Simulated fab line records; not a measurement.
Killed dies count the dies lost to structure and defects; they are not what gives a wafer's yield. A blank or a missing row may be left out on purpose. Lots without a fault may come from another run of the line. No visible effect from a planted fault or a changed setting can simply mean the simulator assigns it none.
fab line records	flow rit-cmos
record lots=14	wafers=42	last-day=7
route steps=202 shown M1@184
lots with no fault: from the same line, run without faults
start-h: start of the lot's first displayed wafer, in hours after the record's first day	wait-h: how many hours have passed since the lot's step before this one	" repeats the value in the row above	L1.1+2: a row that stands for several wafers	- no value, or no start was given	* or withheld: withheld	< > ~ a bound
route shown NAME@n: a module of which the file shows steps, and the number in the route of the first	usual: mean and standard deviation over wafers with no fault	same: alike in all rows	chamber/n: place in a boat	sites: per-site readings	_std_site: standard deviation across them	_edge_site: inner sites' mean taken away from outer sites' mean	radius-mm: how far each site lies from the wafer's centre	mask NAME#n: copy n	behind: the tool/chamber that last shaped the wafer	hold: why the lot went on hold/how many hours it stayed there/how the hold came to an end	device: whichever transistor did not switch (one of n, p or np)	end of line: tests run on the same wafers once the route is complete	where a step has no rows: the recipe by itself	killed: dies lost to structure and defects at the first sort, not the wafer's yield	map: a wafer's dies, marking killed ones x, the rest . and places with no die _
set.NAME: the setting as run; set.NAME@STEP: as run at that earlier step	model.NAME: the simulator's own value behind a step, which no gauge read
steps of the route over a sample of lots; a table a step, a row a wafer
services: from which hour (start-h, from the record's first day; less than 0 if before it) a tool's chamber was out of use, for how many hours, and why
## steps
# step RIT_M1_SPUTTER_00
# recipe material=Al	target-thk-nm=400	power-w=2000	chamber-pressure-pa=0.4	gas=Ar	time-s=500	substrate-temp-c=25
# usual chamber-pressure-pa=0.3999/0.00084	throttle-valve-pct=29.9/0.69
lot.wafer	tool	chamber	start-h	wait-h	chamber-pressure-pa	throttle-valve-pct
L903.2	pvd-sputter-01	-	56.59	0.0	0.3983	29.0
L903.4	"	-	"	"	0.4009	29.6
L903.6	"	-	"	"	0.3997	29.4
L904.2	pvd-sputter-03	-	62.15	0.0	0.3994	30.0
L904.3	"	-	"	"	0.3998	30.1
L904.5	"	-	"	"	0.4010	30.1
L906.2	pvd-sputter-03	-	68.49	0.0	0.4003	30.0
L906.4	"	-	"	"	0.3998	30.2
L906.5	"	-	"	"	0.4003	30.1
L907.1	pvd-sputter-01	-	75.56	0.0	0.4016	29.9
L907.3	"	-	"	"	0.3987	29.5
L907.6	"	-	"	"	0.3992	29.6
L908.2	pvd-sputter-03	-	82.30	0.0	0.3994	29.9
L908.3	"	-	"	"	0.3986	30.0
L908.5	"	-	"	"	0.3997	30.1
L912.2	pvd-sputter-03	-	105.11	0.0	0.4000	31.2
L912.5	"	-	"	"	0.4003	30.5
L912.6	"	-	"	"	0.3991	30.2
L913.1	pvd-sputter-04	-	110.06	0.0	0.3985	29.7
L913.3	"	-	"	"	0.3999	30.2
L913.5	"	-	"	"	0.3975	29.8
L914.1	pvd-sputter-03	-	113.08	0.0	0.4004	30.1
L914.2	"	-	"	"	0.5628	25.4
L914.5	"	-	"	"	0.3994	31.3
L915.4	pvd-sputter-01	-	117.89	0.0	0.3988	29.8
L915.5	"	-	"	"	0.4008	29.6
L915.6	"	-	"	"	0.3998	28.6
L916.3	pvd-sputter-03	-	122.86	0.0	0.5619	25.4
L916.4	"	-	"	"	0.3995	31.4
L916.5	"	-	"	"	0.4002	31.2
L919.1	pvd-sputter-01	-	135.75	0.0	0.3999	29.9
L919.3	"	-	"	"	0.4005	29.4
L919.6	"	-	"	"	0.3997	29.8
L921.1	pvd-sputter-01	-	145.19	0.0	0.4002	30.1
L921.4	"	-	"	"	0.3997	29.5
L921.5	"	-	"	"	0.3997	28.5
L923.1	pvd-sputter-01	-	156.92	0.0	0.3999	29.4
L923.5	"	-	"	"	0.3996	29.8
L923.6	"	-	"	"	0.4006	29.3
L925.1	pvd-sputter-01	-	164.94	0.0	0.3984	29.7
L925.3	"	-	"	"	0.3996	29.3
L925.6	"	-	"	"	0.3995	29.3
# step RIT_M1_RS_MEAS_01
# recipe thk-meas-gauge=four-point-probe	reads=Al_of_M1_SPUTTER_00
# usual M1_AL_RS=0.0732/0.00077
lot.wafer	tool	chamber	start-h	wait-h	M1_AL_RS[ohm/sq]
L903.2	film-metro-02	-	56.91	0.2	0.0728
L903.4	"	-	"	"	0.0717
L903.6	"	-	"	"	0.0730
L904.2	film-metro-04	-	62.47	0.2	0.0733
L904.3	"	-	"	"	0.0731
L904.5	"	-	"	"	0.0733
L906.2	film-metro-02	-	68.81	0.2	0.0716
L906.4	"	-	"	"	0.0725
L906.5	"	-	"	"	0.0725
L907.1	film-metro-04	-	75.86	0.1	0.0726
L907.3	"	-	"	"	0.0737
L907.6	"	-	"	"	0.0739
L908.2	film-metro-04	-	82.61	0.2	0.0726
L908.3	"	-	"	"	0.0735
L908.5	"	-	"	"	0.0733
L912.2	film-metro-04	-	105.43	0.2	0.0737
L912.5	"	-	"	"	0.0733
L912.6	"	-	"	"	0.0738
L913.1	film-metro-04	-	110.35	0.1	0.0754
L913.3	"	-	"	"	0.0736
L913.5	"	-	"	"	0.0746
L914.1	film-metro-02	-	113.37	0.1	0.0730
L914.2	"	-	"	"	0.0808
L914.5	"	-	"	"	0.0729
L915.4	film-metro-03	-	118.25	0.2	0.0738
L915.5	"	-	"	"	0.0743
L915.6	"	-	"	"	0.0736
L916.3	film-metro-02	-	123.19	0.2	0.0824
L916.4	"	-	"	"	0.0739
L916.5	"	-	"	"	0.0732
L919.1	film-metro-04	-	136.04	0.1	0.0728
L919.3	"	-	"	"	0.0733
L919.6	"	-	"	"	0.0727
L921.1	film-metro-04	-	145.49	0.1	0.0723
L921.4	"	-	"	"	0.0733
L921.5	"	-	"	"	0.0724
L923.1	film-metro-02	-	157.21	0.1	0.0755
L923.5	"	-	"	"	0.0731
L923.6	"	-	"	"	0.0754
L925.1	film-metro-04	-	165.23	0.1	0.0727
L925.3	"	-	"	"	0.0738
L925.6	"	-	"	"	0.0741
# step RIT_M1_THK_MEAS_02
# recipe thk-meas-gauge=xrf	reads=Al_of_M1_SPUTTER_00
# usual M1_AL_THK=402/4.7
lot.wafer	tool	chamber	start-h	wait-h	M1_AL_THK[nm]
L903.2	film-metro-02	-	57.02	0.1	405
L903.4	"	-	"	"	410
L903.6	"	-	"	"	402
L904.2	film-metro-04	-	62.58	0.1	404
L904.3	"	-	"	"	403
L904.5	"	-	"	"	403
L906.2	film-metro-02	-	68.92	0.1	410
L906.4	"	-	"	"	406
L906.5	"	-	"	"	407
L907.1	film-metro-04	-	75.98	0.1	404
L907.3	"	-	"	"	399
L907.6	"	-	"	"	397
L908.2	film-metro-04	-	82.72	0.1	406
L908.3	"	-	"	"	401
L908.5	"	-	"	"	400
L912.2	film-metro-04	-	105.54	0.1	399
L912.5	"	-	"	"	399
L912.6	"	-	"	"	399
L913.1	film-metro-04	-	110.47	0.1	391
L913.3	"	-	"	"	398
L913.5	"	-	"	"	393
L914.1	film-metro-02	-	113.49	0.1	404
L914.2	"	-	"	"	369
L914.5	"	-	"	"	401
L915.4	film-metro-03	-	118.34	0.1	400
L915.5	"	-	"	"	396
L915.6	"	-	"	"	398
L916.3	film-metro-02	-	123.29	0.1	357
L916.4	"	-	"	"	393
L916.5	"	-	"	"	398
L919.1	film-metro-04	-	136.16	0.1	406
L919.3	"	-	"	"	402
L919.6	"	-	"	"	407
L921.1	film-metro-04	-	145.61	0.1	412
L921.4	"	-	"	"	407
L921.5	"	-	"	"	410
L923.1	film-metro-02	-	157.33	0.1	392
L923.5	"	-	"	"	400
L923.6	"	-	"	"	391
L925.1	film-metro-04	-	165.35	0.1	408
L925.3	"	-	"	"	403
L925.6	"	-	"	"	401
# step RIT_M1_METAL_ETCH_12
# recipe stop-on=SiO2	chemistry=Cl2/BCl3	target=Al	time-s=165	over-etch-frac=0.5	pressure-mtorr=100	target-depth-a=6000	rf-w=250	Cl2_flow_sccm=60	bcl3-flow-sccm=50
# usual chamber-pressure-mTorr=99.99/0.09	drypump-motor-current-A=5.6/0.64	oes-product-au=0.777/0.011	throttle-valve-pct=8.31/0.12
lot.wafer	tool	chamber	start-h	wait-h	chamber-pressure-mTorr	drypump-motor-current-A	oes-product-au	rf-hours-counter-h	throttle-valve-pct
L903.2	rie-metal-03	0	58.65	0.2	100.21	5.8	0.787	1	8.37
L903.4	"	1	"	"	100.13	4.9	0.799	-	8.44
L903.6	"	1	"	"	99.85	4.9	0.794	-	8.45
L904.2	rie-metal-04	1	64.43	0.2	99.95	4.9	0.769	-	8.37
L904.3	"	1	"	"	99.83	4.9	0.768	-	8.37
L904.5	"	1	"	"	100.16	4.9	0.765	-	8.37
L906.2	rie-metal-03	0	70.39	0.2	99.91	5.8	0.783	1	8.36
L906.4	"	0	"	"	100.14	5.8	0.784	-	8.37
L906.5	"	1	"	"	99.95	4.9	0.795	-	8.44
L907.1	rie-metal-04	1	77.45	0.2	100.07	4.9	0.764	36	8.36
L907.3	"	1	"	"	100.08	4.9	0.762	-	8.36
L907.6	"	1	"	"	100.00	4.9	0.759	-	8.36
L908.2	rie-metal-02	1	84.06	0.2	100.08	6.0	0.783	4	8.11
L908.3	"	0	"	"	99.87	6.5	0.768	-	8.18
L908.5	"	0	"	"	100.03	6.6	0.773	-	8.19
L912.2	rie-metal-03	1	107.11	0.2	99.96	4.9	0.791	1	8.46
L912.5	"	1	"	"	99.98	4.9	0.783	-	8.45
L912.6	"	0	"	"	100.08	5.8	0.775	-	8.38
L913.1	rie-metal-04	1	112.09	0.2	100.07	4.9	0.756	36	8.38
L913.3	"	1	"	"	99.79	4.9	0.762	-	8.37
L913.5	"	1	"	"	100.12	4.9	0.756	-	8.36
L914.1	rie-metal-02	1	114.96	0.2	99.89	6.0	0.776	5	8.11
L914.2	"	0	"	"	99.95	6.6	0.736	5	8.18
L914.5	"	1	"	"	99.77	6.0	0.780	-	8.11
L915.4	rie-metal-03	0	119.84	0.1	99.97	5.7	0.782	-	8.37
L915.5	"	0	"	"	100.03	5.8	0.779	-	8.39
L915.6	"	1	"	"	99.99	4.9	0.791	-	8.43
L916.3	rie-metal-04	1	124.85	0.2	100.06	4.8	0.715	-	8.37
L916.4	"	1	"	"	99.98	4.8	0.772	-	8.35
L916.5	"	1	"	"	100.01	4.9	0.759	-	8.35
L919.1	rie-metal-02	1	137.52	0.2	100.04	6.0	0.780	5	8.11
L919.3	"	1	"	"	99.87	6.0	0.770	-	8.12
L919.6	"	0	"	"	99.97	6.6	0.775	-	8.17
L921.1	rie-metal-02	0	146.96	0.2	99.90	6.6	0.778	5	8.17
L921.4	"	1	"	"	99.95	6.0	0.780	-	8.11
L921.5	"	1	"	"	100.04	6.0	0.783	-	8.12
L923.1	rie-metal-04	0	158.68	0.2	99.81	5.8	0.764	0	8.30
L923.5	"	0	"	"	99.83	5.9	0.778	-	8.30
L923.6	"	1	"	"	100.11	4.8	0.766	-	8.39
L925.1	rie-metal-03	0	166.75	0.2	100.03	5.8	0.795	2	8.38
L925.3	"	1	"	"	99.94	4.9	0.780	-	8.45
L925.6	"	0	"	"	99.95	5.8	0.779	-	8.38
# step RIT_M1_PROBE_99
# usual defect-limited-yield=97.4/1.1	killed-at-contacts=0.1/0.3	killed-at-front-end=6.9/2.9	killed-dies=7.0/2.9	killed-open=3.3/2	killed-short=3.7/2	sort_bin_3_pad_short=0.1/0.22	sort_bin_5_function=1.5/0.81	sort_bin_6_memory=1.0/0.64	sort-n-pass=257.0/2.9	sort-yield-pct=97.4/1.1
# same gross-dies=264	killed_at_M0_to_M3=0	killed_at_M4_up=0	killed-at-back-side=0	killed-at-other=0
lot.wafer	tool	chamber	start-h	wait-h	defect-limited-yield[%]	killed-at-contacts	killed-at-front-end	killed-dies	killed-open	killed-short	sort_bin_3_pad_short[%]	sort_bin_5_function[%]	sort_bin_6_memory[%]	sort-n-pass	sort-yield-pct[%]
L912.2	prober-02	-	109.42	0.1	98.1	0	5	5	3	2	0.4	0.8	0.8	259.0	98.1
L912.5	prober-02	-	109.57	0.2	96.2	0	10	10	2	8	0	3.0	0.8	254.0	96.2
L912.6	prober-02	-	109.62	0.2	96.2	0	10	10	3	7	0.4	3.0	0.4	254.0	96.2
L913.1	prober-02	-	114.52	0.1	98.1	1	4	5	4	1	0	1.1	0.8	259.0	98.1
L913.3	prober-02	-	114.62	0.2	97.0	0	8	8	6	2	0	1.9	1.1	256.0	97.0
L913.5	prober-02	-	114.72	0.2	96.2	0	10	10	5	5	0	2.7	1.1	254.0	96.2
L914.1	prober-01	-	117.23	0.1	97.7	0	6	6	3	3	0	1.9	0.4	258.0	97.7
L914.2	prober-01	-	117.28	0.1	97.7	0	6	6	4	2	0	1.5	0.8	258.0	97.7
L914.5	prober-01	-	117.43	0.2	95.8	0	11	11	5	6	0	1.9	2.3	253.0	95.8
L915.4	prober-02	-	122.19	0.2	97.0	0	8	8	2	6	0.4	1.9	0.8	256.0	97.0
L915.5	prober-02	-	122.24	0.2	96.6	0	9	9	3	6	0	1.9	1.5	255.0	96.6
L915.6	prober-02	-	122.29	0.2	96.2	0	10	10	3	7	0	2.3	1.5	254.0	96.2
L919.1	prober-02	-	139.78	0.1	98.5	0	4	4	2	2	0	1.1	0.4	260.0	98.5
L919.3	prober-02	-	139.88	0.2	98.1	0	5	5	0	5	0.4	1.1	0.4	259.0	98.1
L919.6	prober-02	-	140.03	0.2	98.9	0	3	3	1	2	0	0.8	0.4	261.0	98.9
# killed by level:class
L912.2 GATE:geometric-particle:open=3 GATE:geometric-particle:short=2
L912.5 GATE:geometric-particle:short=4 FOX1:geometric-particle:short=2 FOX1:geometric-particle:open=1 REOX:geometric-particle:short=1 SPACER:geometric-particle:short=1 SPACER:geometric-particle:open=1
L912.6 REOX:geometric-particle:short=3 GATE:geometric-particle:short=2 SILICIDE:geometric-particle:short=2 GATE:geometric-particle:open=1 SPACER:geometric-particle:open=1 SILICIDE:geometric-particle:open=1
L913.1 GATE:geometric-particle:open=2 SILICIDE:geometric-particle:short=1 SILICIDE:geometric-particle:open=1 CONTACT:geometric-particle:open=1
L913.3 SPACER:geometric-particle:open=4 FOX1:geometric-particle:open=1 GATE:geometric-particle:short=1 GATE:geometric-particle:open=1 SPACER:geometric-particle:short=1
L913.5 GATE:geometric-particle:open=3 SPACER:geometric-particle:open=2 SPACER:geometric-particle:short=2 FOX1:geometric-particle:short=1 FOX2:geometric-particle:short=1 GATE:geometric-particle:short=1
L914.1 REOX:geometric-particle:short=2 FOX1:geometric-particle:open=1 FOX2:geometric-particle:short=1 GATE:geometric-particle:open=1 REOX:geometric-particle:open=1
L914.2 GATE:geometric-particle:open=2 REOX:geometric-particle:open=1 REOX:geometric-particle:short=1 SPACER:geometric-particle:short=1 SILICIDE:geometric-particle:open=1
L914.5 FOX1:geometric-particle:short=2 GATE:geometric-particle:open=2 FOX2:geometric-particle:open=1 GATE:geometric-particle:short=1 REOX:geometric-particle:open=1 REOX:geometric-particle:short=1 SPACER:geometric-particle:short=1 SPACER:geometric-particle:open=1
L915.4 FOX1:geometric-particle:short=2 GATE:geometric-particle:short=2 SILICIDE:geometric-particle:short=2 SILICIDE:geometric-particle:open=2
L915.5 FOX1:geometric-particle:short=2 FOX2:geometric-particle:short=2 FOX1:geometric-particle:open=1 GATE:geometric-particle:open=1 GATE:geometric-particle:short=1 REOX:geometric-particle:short=1 SPACER:geometric-particle:open=1
L915.6 REOX:geometric-particle:short=3 FOX1:geometric-particle:short=2 GATE:geometric-particle:short=2 FOX1:geometric-particle:open=1 GATE:geometric-particle:open=1 REOX:geometric-particle:open=1
L919.1 FOX2:geometric-particle:short=1 FOX2:geometric-particle:open=1 GATE:geometric-particle:open=1 SILICIDE:geometric-particle:short=1
L919.3 GATE:geometric-particle:short=3 FOX1:geometric-particle:short=1 FOX2:geometric-particle:short=1
L919.6 SPACER:geometric-particle:short=2 GATE:geometric-particle:open=1
## services
tool	chamber	start-h	hours	kind
pvd-sputter-03	-	39.43	2.6	repair
rie-metal-04	0	59.40	90.1	repair
rie-metal-02	-	79.01	0.3	repair
rie-metal-04	1	84.29	11.0	repair
rie-metal-04	-	136.12	20.0	pm
rie-metal-04	0	136.12	20.0	vent-cycle
rie-metal-04	1	136.12	20.0	vent-cycle
rie-metal-04	0	156.12	-	clean
rie-metal-04	1	156.12	-	clean
## key
first-sign step=RIT_M1_SPUTTER_00	reading=chamber-pressure-pa	direction=up	sigmas=99+	usual=0.3999	struck=0.5623
effect step=RIT_M1_SPUTTER_00	reading=throttle-valve-pct	direction=down	sigmas=6.5	usual=29.9	struck=25.4
effect step=RIT_M1_RS_MEAS_01	reading=M1_AL_RS	direction=up	sigmas=11	usual=0.0732	struck=0.0816
effect step=RIT_M1_THK_MEAS_02	reading=M1_AL_THK	direction=down	sigmas=8.3	usual=402	struck=363
effect step=RIT_M1_METAL_ETCH_12	reading=oes-product-au	direction=down	sigmas=4.5	usual=0.777	struck=0.726
met-at RIT_M1_SPUTTER_00
struck-lots L914,L916
struck-wafers L914.2,L916.3
onset-between 105.11 113.08
fault kind=process-parameter-drift	tool=pvd-sputter-03	chamber=-	onset-h=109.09	steps=RIT_M1_SPUTTER_00	channel=chamber-pressure-pa	offset=0.16282	shape=step	end-h=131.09	stated=0.4	scope=struck-wafers-only
